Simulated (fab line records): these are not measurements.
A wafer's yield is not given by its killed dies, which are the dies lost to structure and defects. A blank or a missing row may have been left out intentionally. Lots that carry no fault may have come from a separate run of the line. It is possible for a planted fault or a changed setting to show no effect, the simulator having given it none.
The tool behind it: which one?    flow rit-cmos    15 lots, 45 wafers sampled, at 3 steps of a route of 202

WHAT EACH GAUGE READ, for each wafer
RIT_NWELL_TW_MEAS_10. Usual: NWELL_TW typically reads 2164, with standard deviation 24.
lot   measured     on             NWELL_TW                       flag
L834  day 2 14:09  film-metro-04  2129 2137 2140                 
L835  day 2 23:38  film-metro-03  2159 2158 2149                 
L836  day 2 23:52  film-metro-04  2150 2142 2138                 
L839  day 3 11:03  film-metro-01  2187 2180 2181                 
L841  day 3 19:14  film-metro-01  2741 2719 2714 2727 2718 2716  OFF
L842  day 3 21:45  film-metro-01  2696 2717 2731 2715 2717 2706  OFF
L843  day 4 00:31  film-metro-01  2699 2709 2706 2706 2710 2697  OFF
L844  day 4 09:38  film-metro-04  2120 2126 2125                 
L848  day 5 02:34  film-metro-01  2180 2181 2178                 
L849  day 5 06:28  film-metro-04  2144 2130 2136                 
L850  day 5 11:20  film-metro-01  2189 2176 2183                 
L851  day 5 20:41  film-metro-01  2170 2170 2174                 
L852  day 5 22:49  film-metro-01  2166 2177 2179                 
L853  day 6 01:39  film-metro-01  2183 2184 2175                 
L854  day 6 13:34  film-metro-01  2194 2189 2190                 

RIT_WELLDRIVE_RS_MEAS_01: uses a four-point probe to measure. Usual: NWELL_RS typically reads 275.5 ohm/sq, with standard deviation 0.68.
lot   measured     on             NWELL_RS (ohm/sq)                    flag
L834  day 3 02:05  film-metro-04  275.8 276.1 275.1                    
L835  day 3 07:26  film-metro-01  276.0 275.7 275.3                    
L836  day 3 07:25  film-metro-04  274.2 274.0 273.8                    
L839  day 3 18:54  film-metro-03  276.1 276.1 275.5                    
L841  day 4 04:40  film-metro-04  181.8 182.0 182.6 182.2 182.3 182.6  OFF
L842  day 4 06:18  film-metro-03  182.9 182.4 183.3 183.1 182.6 183.0  OFF
L843  day 4 10:46  film-metro-01  182.7 182.7 182.7 182.8 182.6 182.6  OFF
L844  day 4 17:03  film-metro-01  275.5 275.4 275.8                    
L848  day 5 10:28  film-metro-01  275.7 274.8 275.4                    
L849  day 5 13:59  film-metro-01  275.9 276.0 275.6                    
L850  day 5 19:04  film-metro-01  274.8 275.3 275.2                    
L851  day 6 04:16  film-metro-03  275.5 276.1 275.6                    
L852  day 6 09:22  film-metro-03  276.1 276.1 275.7                    
L853  day 6 09:23  film-metro-04  276.0 275.7 276.0                    
L854  day 6 21:25  film-metro-01  275.9 275.7 275.2                    

TOOL THAT RAN EACH LOT (tool first, then ch and the chambers of the sampled wafers, then the start)
lot   RIT_NWELL_IMPLANT_08
L834  implanter-02 ch 0, day 2 13:49
L835  implanter-02 ch 0, day 2 23:19
L836  implanter-04 ch 0, day 2 23:32
L839  implanter-04 ch 0, day 3 10:44
L841  implanter-01 ch 0, day 3 18:35
L842  implanter-01 ch 0, day 3 21:08
L843  implanter-02 ch 0, day 3 23:54
L844  implanter-04 ch 0, day 4 09:20
L848  implanter-02 ch 0, day 5 02:15
L849  implanter-02 ch 0, day 5 06:09
L850  implanter-02 ch 0, day 5 11:01
L851  implanter-04 ch 0, day 5 20:22
L852  implanter-04 ch 0, day 5 22:30
L853  implanter-02 ch 0, day 6 01:22
L854  implanter-04 ch 0, day 6 13:15
- RIT_NWELL_IMPLANT_08

AS READ BY THE TOOLS THEMSELVES (means over the sampled wafers that have a number; for cases with no such wafer, the mark the record gives instead)
The record holds no such reading with a usual standard deviation.

THE ANSWER, worked out from the rows above alone
Rule: take the mean of a lot's wafers that have a number; if it is more than 3 standard deviations from the usual mean, the lot is off. Also off: a lot with no number at a reading for which 4 or more lots have one. Any other lot the step has rows for is counted as sound. After the gauges, taken in route order, come the tools' own readings; for these a lot's mean is taken, as printed above. The first step at which some lot is off is used, and at that step the reading that is off furthest; a lot without a number counts as furthest.
Off: at RIT_NWELL_TW_MEAS_10 (NWELL_TW), L841, L842, L843.
A tool fits if, at a process step before that reading, it ran every lot that is off, and no sound lot after the first of them. The gauges at RIT_NWELL_TW_MEAS_10 are tried like those tools. Of those tried, none fits.

WHAT THE SIMULATOR HAD INSERTED
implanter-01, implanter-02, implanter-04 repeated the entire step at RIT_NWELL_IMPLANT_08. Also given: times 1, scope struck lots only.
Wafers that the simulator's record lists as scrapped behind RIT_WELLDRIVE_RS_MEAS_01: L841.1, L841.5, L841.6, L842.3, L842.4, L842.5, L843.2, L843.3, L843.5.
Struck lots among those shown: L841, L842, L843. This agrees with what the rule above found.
